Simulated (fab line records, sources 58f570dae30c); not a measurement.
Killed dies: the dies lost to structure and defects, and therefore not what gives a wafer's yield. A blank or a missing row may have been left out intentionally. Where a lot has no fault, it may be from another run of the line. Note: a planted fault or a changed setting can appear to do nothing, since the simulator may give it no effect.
fab line records -- flow berkeleyCmos170
[record] lots = 14, wafers = 42, lastDay = 12
route steps=331 shown PWELL@48
lots with no fault: from the same line, run without faults
startH: hours from the record's first day to the start of the lot's first wafer shown -- waitH: hours since the lot's step before -- " same as the row above -- L1.1+2: several wafers, shown together as one row -- - no value, or no start given -- * or withheld: withheld -- < > ~ a bound
route shown NAME@n: NAME is a module with steps in the file, n the number in the route of the first one -- usual: mean/standard deviation taken from wafers without a fault -- same: alike in all rows -- chamber/n: place in a boat -- sites: each site's reading -- _std_site: standard deviation across them -- _edge_site: the outer-site mean with the inner-site mean subtracted -- radiusMm: for every site, how far away it sits from the centre of the wafer -- mask NAME#n: copy n -- behind: tool/chamber where the wafer was last shaped -- hold: the reason the lot was held/the length of the hold in hours/how it ended -- device: the n, p or np transistor that did not switch -- end of line: tests run on the same wafers once the route is complete -- step lacking rows: just its recipe -- killed: count of dies lost to structure and defects at first sort (not the wafer's yield) -- map: a wafer's dies, x killed, . not, _ none there
set.NAME: the run value of the setting; set.NAME@STEP: its run value at that earlier step -- model.NAME: the simulator's own value behind a step, which no gauge read
the route's steps for a sample of lots (tables are steps, rows are wafers)
services: the hour from which a tool's chamber was out of use, counted from the record's first day as startH (under 0 if before that day), plus the number of hours and why
[[steps]]
[step UCB170_PWELL_ETCH_14]
[recipe] chemistry = CH3F/Ar/O2, target = Si3N4, stopOn = SiO2, CH3F_flow_sccm = 20, Ar_flow_sccm = 50, O2_flow_sccm = 7, pressureMtorr = 50, rfW = 450, targetDepthA = 2420, overEtchFrac = 0.1, timeS = 151
[usual] drypumpMotorCurrentA = 5.7/0.51, oesProductAu = 0.937/0.013, overEtchFrac = 0.1/0, throttleValvePct = 7.98/0.05
lot.wafer,tool,chamber,startH,waitH,drypumpMotorCurrentA,oesProductAu,overEtchFrac,rfHoursCounterH,throttleValvePct
L620.1,rieDiel-04,0,57.32,0.0,5.2,0.960,0.1,78,8.02
L620.2,rieDiel-04,2,57.32,0.0,6.3,0.943,0.1,113,7.94
L620.4,rieDiel-04,3,57.32,0.0,5.5,0.925,0.1,113,7.99
L621.3,rieDiel-02,0,69.34,0.0,5.0,0.952,0.1,95,8.00
L621.4,rieDiel-02,2,69.34,0.0,6.4,0.952,0.1,-,7.94
L621.5,rieDiel-02,0,69.34,0.0,5.1,0.954,0.1,-,8.01
L622.1,rieDiel-01,2,69.52,0.0,5.3,0.925,0.1,152,7.98
L622.2,rieDiel-01,3,69.52,0.0,6.4,0.938,0.1,75,7.97
L622.4,rieDiel-01,0,69.52,0.0,5.4,0.936,0.1,22,7.90
L623.2,rieDiel-02,0,69.61,0.0,5.1,0.949,0.1,95,8.00
L623.4,rieDiel-02,3,69.61,0.0,6.4,0.955,0.1,-,8.02
L623.6,rieDiel-02,0,69.61,0.0,5.1,0.944,0.1,-,8.00
L624.1,rieDiel-02,1,74.28,0.0,5.4,0.937,0.1,24,8.09
L624.2,rieDiel-02,2,74.28,0.0,6.4,0.938,0.1,115,7.94
L624.6,rieDiel-02,0,74.28,0.0,5.1,0.948,0.1,-,8.01
L626.1,rieDiel-02,2,84.47,0.0,6.4,0.952,0.1,116,7.95
L626.3,rieDiel-02,3,84.47,0.0,6.4,0.953,0.1,130,8.01
L626.6,rieDiel-02,1,84.47,0.0,5.4,0.936,0.1,-,8.11
L628.1,rieDiel-04,3,93.58,0.0,5.5,0.912,0.1,115,8.00
L628.2,rieDiel-04,2,93.58,0.0,6.3,0.941,0.1,115,7.94
L628.4,rieDiel-04,1,93.58,0.0,5.7,0.920,0.1,57,7.95
L627.2,rieDiel-02,0,93.82,0.0,5.1,0.939,0.1,97,8.02
L627.4,rieDiel-02,3,93.82,0.0,6.4,0.950,0.1,131,8.01
L627.6,rieDiel-02,2,93.82,0.0,6.4,0.936,0.1,-,7.94
L630.1,rieDiel-01,1,100.13,0.0,5.2,0.941,0.1,45,7.88
L630.3,rieDiel-01,3,100.13,0.0,6.4,0.928,0.1,76,7.96
L630.5,rieDiel-01,0,100.13,0.0,5.4,0.924,0.1,-,7.90
L631.1,rieDiel-04,0,108.43,0.0,5.2,0.916,0.16752,81,8.01
L631.2,rieDiel-04,2,108.43,0.0,6.3,0.938,0.1,116,7.94
L631.6,rieDiel-04,3,108.43,0.0,5.5,0.920,0.1,-,8.00
L633.1,rieDiel-04,0,120.35,0.0,5.2,0.904,0.16752,82,8.01
L633.2,rieDiel-04,2,120.35,0.0,6.3,0.936,0.1,117,7.93
L633.6,rieDiel-04,1,120.35,0.0,5.7,0.911,0.1,-,7.97
L638.2,rieDiel-02,2,148.93,0.0,6.4,0.948,0.1,119,7.95
L638.4,rieDiel-02,0,148.93,0.0,5.1,0.950,0.1,100,8.02
L638.6,rieDiel-02,0,148.93,0.0,5.1,0.946,0.1,-,8.01
L640.3,rieDiel-02,2,157.91,0.0,6.4,0.944,0.1,120,7.95
L640.4,rieDiel-02,1,157.91,0.0,5.4,0.937,0.1,28,8.10
L640.6,rieDiel-02,0,157.91,0.0,5.0,0.961,0.1,-,8.01
L642.2,rieDiel-02,1,169.98,0.0,5.4,0.939,0.1,29,8.09
L642.3,rieDiel-02,3,169.98,0.0,6.4,0.940,0.1,135,8.02
L642.6,rieDiel-02,1,169.98,0.0,5.4,0.944,0.1,-,8.08
[step UCB170_PWELL_STRIP_16]
[recipe] chemistry = O2, powerW = 400, pressureMtorr = 3500, platenTempC = withheld, o2FlowSccm = 400, overashFraction = 0.5
[usual] drypumpMotorCurrentA = 6.1/0.32, oesProductAu = 0.720/0.0051, stripTimeToEndpointS = 18.07/0.072
lot.wafer,tool,chamber,startH,waitH,drypumpMotorCurrentA,oesProductAu,rfHoursCounterH,stripTimeToEndpointS
L620.1,plasmaAsher-03,1,57.57,0.1,6.0,0.720,28,18.14
L620.2,plasmaAsher-03,0,57.57,0.1,5.9,0.723,28,18.11
L620.4,plasmaAsher-03,1,57.57,0.1,6.0,0.723,-,18.11
L621.3,plasmaAsher-01,0,69.62,0.1,6.5,0.710,-,18.04
L621.4,plasmaAsher-01,1,69.62,0.1,6.4,0.716,-,18.01
L621.5,plasmaAsher-01,1,69.62,0.1,6.3,0.718,-,18.00
L622.1,plasmaAsher-02,0,69.78,0.1,5.5,0.716,32,18.13
L622.2,plasmaAsher-02,1,69.78,0.1,6.1,0.724,32,18.12
L622.4,plasmaAsher-02,1,69.78,0.1,6.1,0.727,-,18.13
L623.2,plasmaAsher-03,0,69.86,0.1,5.9,0.720,30,18.12
L623.4,plasmaAsher-03,1,69.86,0.1,6.1,0.723,-,18.20
L623.6,plasmaAsher-03,1,69.86,0.1,6.0,0.721,-,18.04
L624.1,plasmaAsher-02,1,74.53,0.1,6.1,0.722,33,17.96
L624.2,plasmaAsher-02,0,74.53,0.1,5.5,0.724,33,18.04
L624.6,plasmaAsher-02,0,74.53,0.1,5.5,0.724,-,18.02
L626.1,plasmaAsher-03,0,84.72,0.1,5.9,0.722,32,18.15
L626.3,plasmaAsher-03,1,84.72,0.1,6.1,0.721,-,18.02
L626.6,plasmaAsher-03,1,84.72,0.1,6.1,0.717,-,17.95
L628.1,plasmaAsher-02,1,93.83,0.1,6.1,0.719,35,18.12
L628.2,plasmaAsher-02,0,93.83,0.1,5.5,0.716,35,18.18
L628.4,plasmaAsher-02,0,93.83,0.1,5.5,0.721,-,18.12
L627.2,plasmaAsher-01,1,94.07,0.1,6.3,0.724,31,18.06
L627.4,plasmaAsher-01,0,94.07,0.1,6.5,0.721,-,18.08
L627.6,plasmaAsher-01,0,94.07,0.1,6.5,0.720,-,18.14
L630.1,plasmaAsher-01,0,100.38,0.1,6.5,0.717,31,18.09
L630.3,plasmaAsher-01,0,100.38,0.1,6.5,0.733,-,18.03
L630.5,plasmaAsher-01,0,100.38,0.1,6.5,0.723,-,18.13
L631.1,plasmaAsher-01,0,108.69,0.1,6.5,0.729,33,17.82
L631.2,plasmaAsher-01,1,108.69,0.1,6.3,0.728,33,18.02
L631.6,plasmaAsher-01,1,108.69,0.1,6.3,0.717,-,18.01
L633.1,plasmaAsher-01,1,120.60,0.1,6.3,0.722,34,17.78
L633.2,plasmaAsher-01,0,120.60,0.1,6.5,0.719,34,18.07
L633.6,plasmaAsher-01,1,120.60,0.1,6.3,0.738,-,18.06
L638.2,plasmaAsher-02,1,149.18,0.1,6.1,0.715,42,18.23
L638.4,plasmaAsher-02,0,149.18,0.1,5.6,0.712,-,18.10
L638.6,plasmaAsher-02,0,149.18,0.1,5.5,0.724,-,18.16
L640.3,plasmaAsher-01,1,158.19,0.1,6.3,0.714,-,18.06
L640.4,plasmaAsher-01,0,158.19,0.1,6.5,0.721,-,17.90
L640.6,plasmaAsher-01,0,158.19,0.1,6.5,0.723,-,18.01
L642.2,plasmaAsher-02,0,170.23,0.1,5.5,0.717,44,17.91
L642.3,plasmaAsher-02,1,170.23,0.1,6.1,0.723,-,18.08
L642.6,plasmaAsher-02,1,170.23,0.1,6.1,0.725,-,17.98
[[services]]
tool,chamber,startH,hours,kind
rieDiel-02,1,57.28,12.5,repair
rieDiel-02,3,59.76,5.0,repair
rieDiel-01,-,79.27,1.9,repair
rieDiel-01,1,83.49,1.2,repair
rieDiel-02,0,98.21,3.3,repair
plasmaAsher-03,-,108.75,9.0,pm
plasmaAsher-03,0,108.75,9.0,ventCycle
plasmaAsher-03,1,108.75,9.0,ventCycle
plasmaAsher-03,0,117.75,-,clean
plasmaAsher-03,1,117.75,-,clean
rieDiel-04,2,147.64,6.9,repair
rieDiel-01,2,149.30,-,clean
rieDiel-01,2,149.30,18.1,scheduledDown
rieDiel-01,2,149.30,18.1,ventCycle
[[key]]
[firstSign] step = UCB170_PWELL_ETCH_14, reading = overEtchFrac, direction = up, sigmas = 99+, usual = 0.1, struck = 0.16752
[effect] step = UCB170_PWELL_STRIP_16, reading = stripTimeToEndpointS, direction = down, sigmas = 3.7, usual = *, struck = *
metAt UCB170_PWELL_ETCH_14
struckLots L631,L633
struckWafers L631.1,L633.1
testerLeftOut L631,L633
onsetBetween 57.32 108.43
[fault] kind = processParameterDrift, tool = rieDiel-04, chamber = 0, onsetH = 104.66, steps = UCB170_PWELL_ETCH_14, channel = overEtchFrac, offset = 0.067515, shape = step, endH = 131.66, actsIn = theseRecipesOnly, stated = 0.1
// testerLeftOut: of these lots the tester's yield and bins aren't shown, on N5 and GAA mostly nor the transistor test; their killed dies are dies lost to structure and defects alone, not to doping, threshold or leakage, so they don't give the yield
